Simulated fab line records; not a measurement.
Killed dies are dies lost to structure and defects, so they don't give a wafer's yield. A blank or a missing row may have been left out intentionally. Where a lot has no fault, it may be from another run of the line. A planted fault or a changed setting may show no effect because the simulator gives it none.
fab line records -- flow rit_cmos
record lots=14, wafers=42, last_day=7
route steps=202 shown FOX2@24 NSD@139 M1@196
lots untouched by any fault: they come from a run of this same line in which no faults occurred
start_h: start of the lot's first displayed wafer, in hours after the record's first day -- wait_h: hours since the lot's step before -- " as in the row above -- L1.1+2: several wafers, shown together as one row -- - no value present, or no start provided -- * or withheld: withheld -- < > ~ a bound
route shown NAME@n: names a module that has steps shown in the file, with the first one's number in the route -- usual: mean/standard deviation of fault-free wafers -- same: alike in all rows -- chamber/n: place in a boat -- sites: the reading at each site -- _std_site: the standard deviation of these -- _edge_site: inner sites' mean taken away from outer sites' mean -- radius_mm: for every site, how far away it sits from the centre of the wafer -- mask NAME#n: copy n -- behind: the most recent tool/chamber to have shaped the wafer -- hold: reason for holding the lot/hours on hold/outcome of the hold -- device: transistor that didn't switch, given as n, p or np -- end of line: tests run on the same wafers once the route is complete -- where a step has no rows: the recipe by itself -- killed: the dies lost at the first sort to structure and to defects; this is not the yield of the wafer -- map: a wafer's dies, marking killed ones x, the rest . and places with no die _
set.NAME: the setting as run; set.NAME@STEP: as run at that earlier step -- model.NAME: the simulator's own value behind a step, which no gauge read
a sample of lots followed through the steps of the route, with each step as a table and each wafer as a row
services: from which hour (start_h, from the record's first day; less than 0 if before it) a tool's chamber was out of use, for how many hours, and why
## steps
# step RIT_FOX2_THK_MEAS_01
# recipe reads=SiO2_of_FOX2_OXIDATION_00
# usual FOX2_OXIDE_THK=361/5.5
lot.wafer,tool,chamber,start_h,wait_h,FOX2_OXIDE_THK[nm]
L339.2,film_metro-02,-,19.42,0.0,355
L339.3,film_metro-02,-,19.42,0.0,354
L339.5,film_metro-02,-,19.42,0.0,358
L341.2,film_metro-04,-,30.11,0.0,360
L341.5,film_metro-04,-,30.11,0.0,357
L341.6,film_metro-04,-,30.11,0.0,361
L343.1,film_metro-04,-,38.94,0.0,364
L343.4,film_metro-04,-,38.94,0.0,361
L343.6,film_metro-04,-,38.94,0.0,364
L345.3,film_metro-01,-,48.39,0.0,352
L345.4,film_metro-01,-,48.39,0.0,351
L345.6,film_metro-01,-,48.39,0.0,363
L346.2,film_metro-04,-,53.38,0.0,359
L346.5,film_metro-04,-,53.38,0.0,357
L346.6,film_metro-04,-,53.38,0.0,362
L347.1,film_metro-02,-,58.48,0.0,361
L347.3,film_metro-02,-,58.48,0.0,361
L347.4,film_metro-02,-,58.48,0.0,360
L349.1,film_metro-04,-,68.37,0.0,357
L349.5,film_metro-04,-,68.37,0.0,364
L349.6,film_metro-04,-,68.37,0.0,356
L350.2,film_metro-01,-,73.52,0.0,355
L350.3,film_metro-01,-,73.52,0.0,357
L350.5,film_metro-01,-,73.52,0.0,357
L351.2,film_metro-04,-,79.73,0.0,373
L351.3,film_metro-04,-,79.73,0.0,371
L351.4,film_metro-04,-,79.73,0.0,362
L352.2,film_metro-04,-,84.70,0.0,370
L352.3,film_metro-04,-,84.70,0.0,367
L352.4,film_metro-04,-,84.70,0.0,367
L354.1,film_metro-01,-,93.31,0.0,363
L354.2,film_metro-01,-,93.31,0.0,364
L354.3,film_metro-01,-,93.31,0.0,370
L358.3,film_metro-04,-,113.92,0.0,351
L358.5,film_metro-04,-,113.92,0.0,353
L358.6,film_metro-04,-,113.92,0.0,353
L360.1,film_metro-04,-,123.43,0.0,364
L360.3,film_metro-04,-,123.43,0.0,365
L360.6,film_metro-04,-,123.43,0.0,364
L361.1,film_metro-01,-,128.78,0.0,351
L361.2,film_metro-01,-,128.78,0.0,357
L361.4,film_metro-01,-,128.78,0.0,357
# step RIT_FOX2_THK_MEAS_91
# recipe reads=SiO2_of_FOX2_OXIDATION_00
# usual FIELD_OXIDE_LEFT_2_THK=266/5.7
lot.wafer,tool,chamber,start_h,wait_h,FIELD_OXIDE_LEFT_2_THK[nm]
L339.2,film_metro-02,-,32.77,0.0,259
L339.3,film_metro-02,-,32.77,0.0,258
L339.5,film_metro-02,-,32.77,0.0,263
L341.2,film_metro-04,-,43.60,0.0,264
L341.5,film_metro-04,-,43.60,0.0,262
L341.6,film_metro-04,-,43.60,0.0,266
L343.1,film_metro-04,-,52.70,0.0,268
L343.4,film_metro-04,-,52.70,0.0,266
L343.6,film_metro-04,-,52.70,0.0,269
L345.3,film_metro-01,-,61.94,0.0,257
L345.4,film_metro-01,-,61.94,0.0,256
L345.6,film_metro-01,-,61.94,0.0,267
L346.2,film_metro-01,-,67.02,0.0,264
L346.5,film_metro-01,-,67.02,0.0,262
L346.6,film_metro-01,-,67.02,0.0,267
L347.1,film_metro-04,-,72.16,0.0,266
L347.3,film_metro-04,-,72.16,0.0,266
L347.4,film_metro-04,-,72.16,0.0,266
L349.1,film_metro-04,-,82.48,0.0,262
L349.5,film_metro-04,-,82.48,0.0,268
L349.6,film_metro-04,-,82.48,0.0,261
L350.2,film_metro-04,-,87.16,0.0,259
L350.3,film_metro-04,-,87.16,0.0,261
L350.5,film_metro-04,-,87.16,0.0,261
L351.2,film_metro-02,-,92.90,0.0,278
L351.3,film_metro-02,-,92.90,0.0,276
L351.4,film_metro-02,-,92.90,0.0,267
L352.2,film_metro-04,-,98.41,0.0,275
L352.3,film_metro-04,-,98.41,0.0,272
L352.4,film_metro-04,-,98.41,0.0,272
L354.1,film_metro-04,-,106.43,0.0,268
L354.2,film_metro-04,-,106.43,0.0,269
L354.3,film_metro-04,-,106.43,0.0,274
L358.3,film_metro-02,-,127.26,0.0,256
L358.5,film_metro-02,-,127.26,0.0,258
L358.6,film_metro-02,-,127.26,0.0,257
L360.1,film_metro-04,-,136.83,0.0,269
L360.3,film_metro-04,-,136.83,0.0,270
L360.6,film_metro-04,-,136.83,0.0,269
L361.1,film_metro-01,-,142.27,0.0,257
L361.2,film_metro-01,-,142.27,0.0,262
L361.4,film_metro-01,-,142.27,0.0,262
# step RIT_NSD_IMPLANT_08
# recipe species=P, energy_kev=25, dose_cm2=1e+15, tilt_deg=7
# usual dose_ions_cm2=9.999e+14/1.1e+12, end_station_pressure_torr=7.5e-06/3.8e-07, faraday_current_uA=3130/61
# same implant_ion_amu=31
lot.wafer,tool,chamber,start_h,wait_h,dose_ions_cm2,end_station_pressure_torr,faraday_current_uA
L339.2,implanter-04,0,47.98,0.1,1.0005e+15,7.2e-06,3171
L339.3,implanter-04,0,47.98,0.1,9.993e+14,8e-06,3036
L339.5,implanter-04,0,47.98,0.1,9.974e+14,7.4e-06,3106
L341.2,implanter-01,0,57.86,0.1,9.994e+14,6.9e-06,3143
L341.5,implanter-01,0,57.86,0.1,1.0013e+15,7.9e-06,3032
L341.6,implanter-01,0,57.86,0.1,1.0001e+15,7.1e-06,3195
L343.1,implanter-02,0,67.20,0.1,9.995e+14,7.6e-06,3258
L343.4,implanter-02,0,67.20,0.1,9.989e+14,7.2e-06,3035
L343.6,implanter-02,0,67.20,0.1,9.993e+14,7.2e-06,3142
L345.3,implanter-04,0,77.26,0.1,1.0024e+15,7.3e-06,3134
L345.4,implanter-04,0,77.26,0.1,1e+15,7.1e-06,3277
L345.6,implanter-04,0,77.26,0.1,9.999e+14,7.4e-06,3086
L346.2,implanter-01,0,81.64,0.1,9.991e+14,7.5e-06,3137
L346.5,implanter-01,0,81.64,0.1,9.994e+14,7.8e-06,3105
L346.6,implanter-01,0,81.64,0.1,9.991e+14,6.9e-06,3175
L347.1,implanter-02,0,87.56,0.1,1e+15,8.2e-06,3114
L347.3,implanter-02,0,87.56,0.1,9.987e+14,7.5e-06,3078
L347.4,implanter-02,0,87.56,0.1,1.001e+15,8e-06,3070
L349.1,implanter-02,0,97.24,0.1,1.0001e+15,7.1e-06,3129
L349.5,implanter-02,0,97.24,0.1,1.0007e+15,8.1e-06,3045
L349.6,implanter-02,0,97.24,0.1,1.0009e+15,7.2e-06,3179
L350.2,implanter-02,0,102.73,0.1,1.6398e+15,8.5e-06,5098
L350.3,implanter-02,0,102.73,0.1,1.6404e+15,9.3e-06,5279
L350.5,implanter-02,0,102.73,0.1,1.6401e+15,8.7e-06,5117
L351.2,implanter-04,0,109.27,0.1,9.991e+14,7.3e-06,3196
L351.3,implanter-04,0,109.27,0.1,9.996e+14,6.8e-06,3251
L351.4,implanter-04,0,109.27,0.1,9.975e+14,7.4e-06,3168
L352.2,implanter-01,0,118.67,0.1,9.992e+14,7.5e-06,3107
L352.3,implanter-01,0,118.67,0.1,1.0013e+15,7.4e-06,3119
L352.4,implanter-01,0,118.67,0.1,1.0013e+15,7.8e-06,3167
L354.1,implanter-02,0,121.12,0.1,1.6382e+15,8.9e-06,5238
L354.2,implanter-02,0,121.12,0.1,1.6406e+15,9.3e-06,5218
L354.3,implanter-02,0,121.12,0.1,1.639e+15,7.9e-06,5053
L358.3,implanter-01,0,141.78,0.1,9.994e+14,7.9e-06,3070
L358.5,implanter-01,0,141.78,0.1,1e+15,7e-06,3208
L358.6,implanter-01,0,141.78,0.1,9.998e+14,6.9e-06,3130
L360.1,implanter-04,0,151.48,0.1,1.0024e+15,7.5e-06,3070
L360.3,implanter-04,0,151.48,0.1,9.981e+14,7.4e-06,3140
L360.6,implanter-04,0,151.48,0.1,1.0001e+15,7.8e-06,3132
L361.1,implanter-01,0,157.49,0.1,1.0002e+15,7.6e-06,3187
L361.2,implanter-01,0,157.49,0.1,1.0019e+15,7.6e-06,3058
L361.4,implanter-01,0,157.49,0.1,9.995e+14,7.1e-06,3138
# step RIT_NSD_TW_MEAS_10
# usual NSD_TW=3120/19
lot.wafer,tool,chamber,start_h,wait_h,NSD_TW
L339.2,film_metro-02,-,48.29,0.1,3093
L339.3,film_metro-02,-,48.29,0.1,3102
L339.5,film_metro-02,-,48.29,0.1,3104
L341.2,film_metro-01,-,58.17,0.1,3110
L341.5,film_metro-01,-,58.17,0.1,3113
L341.6,film_metro-01,-,58.17,0.1,3110
L343.1,film_metro-02,-,67.53,0.1,3115
L343.4,film_metro-02,-,67.53,0.1,3106
L343.6,film_metro-02,-,67.53,0.1,3094
L345.3,film_metro-02,-,77.55,0.1,3099
L345.4,film_metro-02,-,77.55,0.1,3105
L345.6,film_metro-02,-,77.55,0.1,3081
L346.2,film_metro-01,-,81.95,0.1,3143
L346.5,film_metro-01,-,81.95,0.1,3143
L346.6,film_metro-01,-,81.95,0.1,3151
L347.1,film_metro-03,-,87.88,0.1,3138
L347.3,film_metro-03,-,87.88,0.1,3137
L347.4,film_metro-03,-,87.88,0.1,3147
L349.1,film_metro-02,-,97.56,0.1,3100
L349.5,film_metro-02,-,97.56,0.1,3091
L349.6,film_metro-02,-,97.56,0.1,3086
L350.2,film_metro-03,-,103.04,0.1,3423
L350.3,film_metro-03,-,103.04,0.1,3437
L350.5,film_metro-03,-,103.04,0.1,3450
L351.2,film_metro-01,-,109.58,0.1,3118
L351.3,film_metro-01,-,109.58,0.1,3111
L351.4,film_metro-01,-,109.58,0.1,3118
L352.2,film_metro-01,-,118.98,0.1,3118
L352.3,film_metro-01,-,118.98,0.1,3108
L352.4,film_metro-01,-,118.98,0.1,3125
L354.1,film_metro-01,-,121.44,0.1,3430
L354.2,film_metro-01,-,121.44,0.1,3459
L354.3,film_metro-01,-,121.44,0.1,3424
L358.3,film_metro-01,-,142.07,0.1,3123
L358.5,film_metro-01,-,142.07,0.1,3122
L358.6,film_metro-01,-,142.07,0.1,3121
L360.1,film_metro-01,-,151.81,0.1,3114
L360.3,film_metro-01,-,151.81,0.1,3120
L360.6,film_metro-01,-,151.81,0.1,3135
L361.1,film_metro-01,-,157.82,0.1,3127
L361.2,film_metro-01,-,157.82,0.1,3132
L361.4,film_metro-01,-,157.82,0.1,3121
# step RIT_SDANNEAL_RS_MEAS_05
# recipe thk_meas_gauge=four-point-probe
# usual NSD_RS=84.54/0.28
lot.wafer,tool,chamber,start_h,wait_h,NSD_RS[ohm/sq]
L339.2,film_metro-01,-,50.36,0.1,85.22
L339.3,film_metro-01,-,50.36,0.1,85.21
L339.5,film_metro-01,-,50.36,0.1,85.25
L341.2,film_metro-03,-,60.24,0.1,84.72
L341.5,film_metro-03,-,60.24,0.1,84.81
L341.6,film_metro-03,-,60.24,0.1,84.53
L343.1,film_metro-03,-,69.55,0.1,84.53
L343.4,film_metro-03,-,69.55,0.1,84.22
L343.6,film_metro-03,-,69.55,0.1,84.68
L345.3,film_metro-03,-,79.63,0.1,84.08
L345.4,film_metro-03,-,79.63,0.1,84.69
L345.6,film_metro-03,-,79.63,0.1,84.31
L346.2,film_metro-02,-,84.00,0.1,84.36
L346.5,film_metro-02,-,84.00,0.1,84.80
L346.6,film_metro-02,-,84.00,0.1,84.53
L347.1,film_metro-03,-,90.05,0.1,84.09
L347.3,film_metro-03,-,90.05,0.1,84.21
L347.4,film_metro-03,-,90.05,0.1,84.37
L349.1,film_metro-02,-,99.60,0.1,84.06
L349.5,film_metro-02,-,99.60,0.1,84.32
L349.6,film_metro-02,-,99.60,0.1,84.41
L350.2,film_metro-03,-,105.07,0.1,58.65
L350.3,film_metro-03,-,105.07,0.1,58.64
L350.5,film_metro-03,-,105.07,0.1,58.80
L351.2,film_metro-03,-,111.74,0.1,84.87
L351.3,film_metro-03,-,111.74,0.1,84.79
L351.4,film_metro-03,-,111.74,0.1,84.75
L352.2,film_metro-02,-,121.04,0.1,84.44
L352.3,film_metro-02,-,121.04,0.1,84.19
L352.4,film_metro-02,-,121.04,0.1,84.24
L354.1,film_metro-02,-,123.83,0.1,58.68
L354.2,film_metro-02,-,123.83,0.1,58.50
L354.3,film_metro-02,-,123.83,0.1,58.61
L358.3,film_metro-03,-,144.13,0.1,84.54
L358.5,film_metro-03,-,144.13,0.1,84.24
L358.6,film_metro-03,-,144.13,0.1,84.46
L360.1,film_metro-01,-,153.98,0.1,84.75
L360.3,film_metro-01,-,153.98,0.1,84.59
L360.6,film_metro-01,-,153.98,0.1,84.81
L361.1,film_metro-03,-,159.99,0.1,84.79
L361.2,film_metro-03,-,159.99,0.1,84.65
L361.4,film_metro-03,-,159.99,0.1,84.89
# step RIT_M1_METAL_ETCH_12
# recipe stop_on=SiO2, chemistry=Cl2/BCl3, target=Al, time_s=165, over_etch_frac=0.5, pressure_mtorr=100, target_depth_a=6000, rf_w=242.8, Cl2_flow_sccm=60, bcl3_flow_sccm=50
# usual drypump_motor_current_A=5.6/0.53, oes_product_au=0.777/0.011, throttle_valve_pct=8.29/0.096
lot.wafer,tool,chamber,start_h,wait_h,drypump_motor_current_A,oes_product_au,rf_hours_counter_h,throttle_valve_pct
L339.2,rie_metal-03,0,55.55,0.2,6.2,0.761,2,8.24
L339.3,rie_metal-03,0,55.55,0.2,6.2,0.759,-,8.24
L339.5,rie_metal-03,1,55.55,0.2,5.3,0.763,-,8.18
L341.2,rie_metal-02,1,65.21,0.2,6.2,0.778,1,8.30
L341.5,rie_metal-02,0,65.21,0.2,5.5,0.775,-,8.47
L341.6,rie_metal-02,1,65.21,0.2,6.3,0.777,-,8.29
L343.1,rie_metal-04,1,74.72,0.2,5.9,0.791,34,8.35
L343.4,rie_metal-04,0,74.72,0.2,4.8,0.783,-,8.25
L343.6,rie_metal-04,0,74.72,0.2,4.8,0.790,-,8.25
L345.3,rie_metal-03,0,84.85,0.2,6.2,0.757,-,8.23
L345.4,rie_metal-03,1,84.85,0.2,5.3,0.768,-,8.17
L345.6,rie_metal-03,1,84.85,0.2,5.3,0.769,-,8.18
L346.2,rie_metal-04,1,89.11,0.2,5.9,0.793,34,8.33
L346.5,rie_metal-04,1,89.11,0.2,5.9,0.791,-,8.34
L346.6,rie_metal-04,0,89.11,0.2,4.8,0.795,-,8.24
L347.1,rie_metal-02,1,95.16,0.2,6.2,0.779,1,8.29
L347.3,rie_metal-02,1,95.16,0.2,6.2,0.765,-,8.29
L347.4,rie_metal-02,0,95.16,0.2,5.5,0.773,-,8.45
L349.1,rie_metal-04,0,104.62,0.2,4.8,0.793,39,8.24
L349.5,rie_metal-04,1,104.62,0.2,5.9,0.796,-,8.32
L349.6,rie_metal-04,0,104.62,0.2,4.8,0.785,-,8.23
L350.2,rie_metal-02,1,110.45,0.2,6.2,0.771,1,8.30
L350.3,rie_metal-02,0,110.45,0.2,5.5,0.788,-,8.49
L350.5,rie_metal-02,0,110.45,0.2,5.5,0.775,-,8.47
L351.2,rie_metal-03,0,116.95,0.2,6.2,0.759,2,8.23
L351.3,rie_metal-03,0,116.95,0.2,6.2,0.772,-,8.25
L351.4,rie_metal-03,1,116.95,0.2,5.3,0.773,-,8.16
L352.2,rie_metal-02,1,126.00,0.2,6.2,0.770,1,8.30
L352.3,rie_metal-02,0,126.00,0.2,5.5,0.784,-,8.45
L352.4,rie_metal-02,1,126.00,0.2,6.2,0.777,-,8.29
L354.1,rie_metal-03,1,128.91,0.2,5.3,0.775,4,8.17
L354.2,rie_metal-03,0,128.91,0.2,6.2,0.774,3,8.24
L354.3,rie_metal-03,0,128.91,0.2,6.2,0.769,-,8.23
L358.3,rie_metal-02,0,149.15,0.2,5.5,0.788,-,8.48
L358.5,rie_metal-02,1,149.15,0.2,6.2,0.784,-,8.30
L358.6,rie_metal-02,0,149.15,0.2,5.5,0.780,-,8.48
L360.1,rie_metal-04,1,159.13,0.2,5.9,0.772,0,8.33
L360.3,rie_metal-04,1,159.13,0.2,5.9,0.769,-,8.34
L360.6,rie_metal-04,0,159.13,0.2,4.8,0.791,-,8.25
L361.1,rie_metal-03,1,164.86,0.2,5.3,0.768,4,8.16
L361.2,rie_metal-03,0,164.86,0.2,6.2,0.759,3,8.23
L361.4,rie_metal-03,0,164.86,0.2,6.2,0.764,-,8.23
# step RIT_M1_PROBE_99
# usual killed_at_contacts=0.1/0.29, killed_at_front_end=6.3/2.8, killed_dies=6.4/2.8, killed_open=3.3/1.7, killed_short=3.1/1.9
# same gross_dies=264, killed_at_M0_to_M3=0, killed_at_M4_up=0, killed_at_back_side=0, killed_at_other=0
lot.wafer,tool,chamber,start_h,wait_h,killed_at_contacts,killed_at_front_end,killed_dies,killed_open,killed_short
L339.2,prober-01,-,57.86,0.1,0,9,9,3,6
L339.3,prober-01,-,57.91,0.2,0,2,2,1,1
L339.5,prober-01,-,58.01,0.2,0,9,9,5,4
L341.2,prober-01,-,68.51,0.1,0,10,10,3,7
L341.5,prober-01,-,68.66,0.2,0,6,6,4,2
L341.6,prober-01,-,68.71,0.2,0,6,6,4,2
L343.1,prober-01,-,76.98,0.1,0,8,8,7,1
L343.4,prober-01,-,77.13,0.2,0,9,9,3,6
L343.6,prober-01,-,77.23,0.2,1,5,6,3,3
L345.3,prober-01,-,87.15,0.2,0,9,9,6,3
L345.4,prober-01,-,87.20,0.2,0,2,2,1,1
L345.6,prober-01,-,87.30,0.2,0,7,7,5,2
L346.2,prober-02,-,91.42,0.1,0,4,4,2,2
L346.5,prober-02,-,91.57,0.2,0,3,3,2,1
L346.6,prober-02,-,91.62,0.2,0,11,11,7,4
L347.1,prober-01,-,97.41,0.1,0,7,7,3,4
L347.3,prober-01,-,97.51,0.2,0,3,3,2,1
L347.4,prober-01,-,97.56,0.2,0,4,4,2,2
L349.1,prober-01,-,107.36,0.1,0,11,11,5,6
L349.5,prober-01,-,107.56,0.2,0,4,4,2,2
L349.6,prober-01,-,107.61,0.2,0,6,6,3,3
L350.2,prober-02,-,112.75,0.1,0,5,5,5,0
L350.3,prober-02,-,112.80,0.2,1,10,11,4,6
L350.5,prober-02,-,112.90,0.2,1,3,4,3,0
L351.2,prober-01,-,119.26,0.1,0,6,6,2,4
L351.3,prober-01,-,119.31,0.2,0,6,6,3,3
L351.4,prober-01,-,119.36,0.2,0,5,5,2,3
L352.2,prober-01,-,128.73,0.1,0,8,8,2,6
L352.3,prober-01,-,128.78,0.2,0,6,6,3,3
L352.4,prober-01,-,128.83,0.2,0,6,6,3,3
L354.1,prober-02,-,131.16,0.1,0,12,12,6,6
L354.2,prober-02,-,131.21,0.1,0,12,12,7,5
L354.3,prober-02,-,131.26,0.2,0,13,13,6,7
L358.3,prober-02,-,151.52,0.2,0,9,9,6,3
L358.5,prober-02,-,151.62,0.2,0,10,10,6,4
L358.6,prober-02,-,151.67,0.2,0,6,6,2,4
L360.1,prober-02,-,161.38,0.1,0,8,8,5,3
L360.3,prober-02,-,161.48,0.2,0,7,7,2,5
L360.6,prober-02,-,161.63,0.2,0,2,2,1,1
L361.1,prober-01,-,167.12,0.1,0,5,5,2,3
L361.2,prober-01,-,167.17,0.1,0,4,4,2,2
L361.4,prober-01,-,167.27,0.2,0,4,4,2,2
# killed by level:class
L339.2 FOX2:geometric_particle:short=2 SPACER:geometric_particle:short=2 SILICIDE:geometric_particle:open=2 ACTIVE:geometric_particle:short=1 GATE:geometric_particle:short=1 SPACER:geometric_particle:open=1
L339.3 REOX:geometric_particle:short=1 SPACER:geometric_particle:open=1
L339.5 FOX2:geometric_particle:open=2 GATE:geometric_particle:short=2 GATE:geometric_particle:open=1 REOX:geometric_particle:short=1 REOX:geometric_particle:open=1 SPACER:geometric_particle:short=1 SILICIDE:geometric_particle:open=1
L341.2 FOX1:geometric_particle:short=2 GATE:geometric_particle:open=2 GATE:geometric_particle:short=2 SILICIDE:geometric_particle:short=2 REOX:geometric_particle:short=1 REOX:geometric_particle:open=1
L341.5 GATE:geometric_particle:open=2 ACTIVE:geometric_particle:short=1 GATE:geometric_particle:short=1 SPACER:geometric_particle:open=1 SILICIDE:geometric_particle:open=1
L341.6 FOX2:geometric_particle:short=1 GATE:geometric_particle:open=1 REOX:geometric_particle:open=1 SPACER:geometric_particle:open=1 SILICIDE:geometric_particle:open=1 SILICIDE:geometric_particle:short=1
L343.1 FOX1:geometric_particle:open=3 SPACER:geometric_particle:open=2 GATE:geometric_particle:open=1 SPACER:geometric_particle:short=1 SILICIDE:geometric_particle:open=1
L343.4 FOX1:geometric_particle:short=2 REOX:geometric_particle:open=2 SPACER:geometric_particle:short=2 GATE:geometric_particle:open=1 GATE:geometric_particle:short=1 REOX:geometric_particle:short=1
L343.6 SPACER:geometric_particle:short=2 GATE:geometric_particle:short=1 REOX:geometric_particle:open=1 SILICIDE:geometric_particle:open=1 CONTACT:geometric_particle:open=1
L345.3 GATE:geometric_particle:open=3 FOX1:geometric_particle:open=1 FOX1:geometric_particle:short=1 FOX2:geometric_particle:short=1 FOX2:geometric_particle:open=1 GATE:geometric_particle:short=1 REOX:geometric_particle:open=1
L345.4 GATE:geometric_particle:short=1 GATE:geometric_particle:open=1
L345.6 REOX:geometric_particle:open=2 SPACER:geometric_particle:open=2 GATE:geometric_particle:short=1 REOX:geometric_particle:short=1 SILICIDE:geometric_particle:open=1
L346.2 SILICIDE:geometric_particle:open=2 FOX2:geometric_particle:short=1 SPACER:geometric_particle:short=1
L346.5 FOX1:geometric_particle:short=1 FOX1:geometric_particle:open=1 GATE:geometric_particle:open=1
L346.6 GATE:geometric_particle:open=3 FOX2:geometric_particle:short=2 GATE:geometric_particle:short=2 FOX1:geometric_particle:open=1 FOX2:geometric_particle:open=1 SPACER:geometric_particle:open=1 SILICIDE:geometric_particle:open=1
L347.1 GATE:geometric_particle:short=2 SILICIDE:geometric_particle:short=2 FOX1:geometric_particle:open=1 GATE:geometric_particle:open=1 SILICIDE:geometric_particle:open=1
L347.3 FOX1:geometric_particle:open=1 GATE:geometric_particle:short=1 GATE:geometric_particle:open=1
L347.4 FOX1:geometric_particle:short=1 FOX1:geometric_particle:open=1 GATE:geometric_particle:short=1 GATE:geometric_particle:open=1
L349.1 SPACER:geometric_particle:open=3 GATE:geometric_particle:short=2 FOX1:geometric_particle:open=1 FOX1:geometric_particle:short=1 GATE:geometric_particle:open=1 REOX:geometric_particle:short=1 SPACER:geometric_particle:short=1 SILICIDE:geometric_particle:short=1
L349.5 FOX1:geometric_particle:open=2 GATE:geometric_particle:short=2
L349.6 FOX2:geometric_particle:short=1 GATE:geometric_particle:short=1 GATE:geometric_particle:open=1 SPACER:geometric_particle:short=1 SPACER:geometric_particle:open=1 SILICIDE:geometric_particle:open=1
L350.2 REOX:geometric_particle:open=3 FOX2:geometric_particle:open=1 GATE:geometric_particle:open=1
L350.3 GATE:geometric_particle:open=2 GATE:geometric_particle:short=2 REOX:geometric_particle:short=2 FOX1:geometric_particle:open=1 FOX1:geometric_particle:short=1 FOX2:geometric_particle:open=1 SPACER:geometric_particle:short=1 CONTACT:coat_microbubble_printed=1
L350.5 REOX:geometric_particle:open=2 SPACER:geometric_particle:open=1 CONTACT:coat_microbubble_printed=1
L351.2 GATE:geometric_particle:short=2 REOX:geometric_particle:short=1 SPACER:geometric_particle:open=1 SILICIDE:geometric_particle:short=1 SILICIDE:geometric_particle:open=1
L351.3 GATE:geometric_particle:open=2 FOX1:geometric_particle:short=1 FOX1:geometric_particle:open=1 GATE:geometric_particle:short=1 SPACER:geometric_particle:short=1
L351.4 FOX1:geometric_particle:open=1 FOX2:geometric_particle:open=1 GATE:geometric_particle:short=1 REOX:geometric_particle:short=1 SILICIDE:geometric_particle:short=1
L352.2 REOX:geometric_particle:short=3 FOX1:geometric_particle:short=1 FOX1:geometric_particle:open=1 GATE:geometric_particle:short=1 SPACER:geometric_particle:short=1 SILICIDE:geometric_particle:open=1
L352.3 REOX:geometric_particle:short=2 REOX:geometric_particle:open=1 SPACER:geometric_particle:open=1 SPACER:geometric_particle:short=1 SILICIDE:geometric_particle:open=1
L352.4 GATE:geometric_particle:open=3 SPACER:geometric_particle:short=2 SILICIDE:geometric_particle:short=1
L354.1 GATE:geometric_particle:short=5 FOX2:geometric_particle:open=2 SILICIDE:geometric_particle:open=2 FOX1:geometric_particle:open=1 FOX2:geometric_particle:short=1 GATE:geometric_particle:open=1
L354.2 FOX1:geometric_particle:open=2 GATE:geometric_particle:short=2 REOX:geometric_particle:short=2 SPACER:geometric_particle:open=2 FOX1:geometric_particle:short=1 GATE:geometric_particle:open=1 REOX:geometric_particle:open=1 SILICIDE:geometric_particle:open=1
L354.3 GATE:geometric_particle:short=5 GATE:geometric_particle:open=4 FOX1:geometric_particle:short=1 FOX2:geometric_particle:short=1 FOX2:geometric_particle:open=1 SILICIDE:geometric_particle:open=1
L358.3 GATE:geometric_particle:open=3 GATE:geometric_particle:short=3 SPACER:geometric_particle:open=3
L358.5 GATE:geometric_particle:open=3 GATE:geometric_particle:short=2 SPACER:geometric_particle:open=2 FOX2:geometric_particle:open=1 REOX:geometric_particle:short=1 SILICIDE:geometric_particle:short=1
L358.6 GATE:geometric_particle:short=2 FOX1:geometric_particle:short=1 REOX:geometric_particle:open=1 REOX:geometric_particle:short=1 SPACER:geometric_particle:open=1
L360.1 SILICIDE:geometric_particle:open=3 SPACER:geometric_particle:short=2 FOX1:geometric_particle:open=1 FOX2:geometric_particle:short=1 SPACER:geometric_particle:open=1
L360.3 FOX2:geometric_particle:short=2 FOX2:geometric_particle:open=1 GATE:geometric_particle:short=1 SPACER:geometric_particle:short=1 SPACER:geometric_particle:open=1 SILICIDE:geometric_particle:short=1
L360.6 FOX2:geometric_particle:open=1 GATE:geometric_particle:short=1
L361.1 GATE:geometric_particle:short=2 FOX1:geometric_particle:open=1 REOX:geometric_particle:open=1 SPACER:geometric_particle:short=1
L361.2 FOX2:geometric_particle:open=2 FOX1:geometric_particle:short=1 SPACER:geometric_particle:short=1
L361.4 FOX1:geometric_particle:open=1 FOX1:geometric_particle:short=1 REOX:geometric_particle:short=1 SPACER:geometric_particle:open=1
## services
tool,chamber,start_h,hours,kind
rie_metal-03,-,40.49,14.6,pm
implanter-02,-,56.59,8.4,repair
rie_metal-04,-,75.78,2.8,pm
implanter-02,-,76.25,2.2,repair
implanter-02,-,100.83,1.0,repair
implanter-01,-,106.97,2.5,repair
rie_metal-04,1,133.63,1.7,repair
rie_metal-03,-,135.30,1.4,pm
rie_metal-04,-,136.12,20.0,pm
rie_metal-04,0,136.12,20.0,vent_cycle
rie_metal-04,1,136.12,20.0,vent_cycle
implanter-04,-,140.12,1.9,repair
rie_metal-02,-,153.91,14.6,pm
rie_metal-04,0,156.12,-,clean
rie_metal-04,1,156.12,-,clean
## key
first_sign step=RIT_NSD_IMPLANT_08, reading=dose_ions_cm2, direction=up, sigmas=99+, usual=9.999e+14, struck=1.6397e+15
effect step=RIT_NSD_IMPLANT_08, reading=faraday_current_uA, direction=up, sigmas=33, usual=3130, struck=5167
effect step=RIT_NSD_TW_MEAS_10, reading=NSD_TW, direction=up, sigmas=17, usual=3120, struck=3437
effect step=RIT_SDANNEAL_RS_MEAS_05, reading=NSD_RS, direction=down, sigmas=93, usual=84.54, struck=58.65
met_at RIT_NSD_IMPLANT_08
struck_lots L350,L354
tester_left_out L350,L354
not_acting_at RIT_FOX2_THK_MEAS_01,RIT_FOX2_THK_MEAS_91,RIT_M1_METAL_ETCH_12
onset_between 97.24 102.73
fault kind=process_parameter_drift, tool=implanter-02, chamber=-, onset_h=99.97, steps=RIT_NSD_IMPLANT_08, channel=dose_cm2, offset=6.3897e+14, shape=step, end_h=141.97, acts_in=these_recipes_only, stated=1e+15
# tester_left_out: of these lots the tester's yield and bins aren't shown, on N5 and GAA mostly nor the transistor test; their killed dies are dies lost to structure and defects alone, not to doping, threshold or leakage, so they don't give the yield
